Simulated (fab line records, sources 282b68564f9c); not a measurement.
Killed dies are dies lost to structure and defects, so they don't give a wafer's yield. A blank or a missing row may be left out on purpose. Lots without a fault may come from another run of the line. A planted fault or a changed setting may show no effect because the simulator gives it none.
Which tool did it? | flow rit_cmos | 7 lots, 21 wafers sampled, at 2 steps of a route of 202

WHAT THE GAUGES READ, wafer by wafer
RIT_FOX1_THK_MEAS_01.
lot  | measured    | on            | FOX1_OXIDE_THK (nm)
L608 | day 1 23:56 | film_metro-01 | 361 361 366
L615 | day 3 10:49 | film_metro-03 | 349 353 358
L617 | day 3 19:47 | film_metro-01 | 355 363 355
L619 | day 4 06:40 | film_metro-02 | 353 353 354
L621 | day 4 14:55 | film_metro-03 | 352 350 347
L625 | day 5 12:14 | film_metro-02 | 360 361 361
L628 | day 6 03:44 | film_metro-01 | 359 360 357

WHICH TOOL RAN EACH LOT (tool, then ch and the chambers of the sampled wafers, then the start)
lot  | RIT_ACTIVE_STRIP_14
L608 | plasma_asher-01 ch 0,1, day 1 20:55
L615 | plasma_asher-02 ch 0, day 3 07:01
L617 | plasma_asher-01 ch 0,1, day 3 17:47
L619 | plasma_asher-03 ch 0,1, day 4 03:52
L621 | plasma_asher-03 ch 0,1, day 4 12:55
L625 | plasma_asher-03 ch 0,1, day 5 09:00
L628 | plasma_asher-03 ch 0,1, day 5 23:50
- RIT_ACTIVE_STRIP_14: strips in O2, time 180 s.

THE ANSWER, worked out from the rows above alone
Rule: what is usual is taken from the lots themselves. Put in order of their means at a reading, lots are off if they are a third of the lots or fewer, leave a main group of 4 or more, and stand apart from it by a gap of 3 or more times the standard deviation of the main group's means; of several such gaps the widest counts. A main group whose means are all the same, to the digits that the tables above print for the reading, isn't used. A lot without any number at a reading at which 4 lots or more have one is off too. The other lots that the step has rows for count as sound.
No lot is off at any reading shown: from this, nothing can be told.

WHAT THE SIMULATOR HAD PUT IN
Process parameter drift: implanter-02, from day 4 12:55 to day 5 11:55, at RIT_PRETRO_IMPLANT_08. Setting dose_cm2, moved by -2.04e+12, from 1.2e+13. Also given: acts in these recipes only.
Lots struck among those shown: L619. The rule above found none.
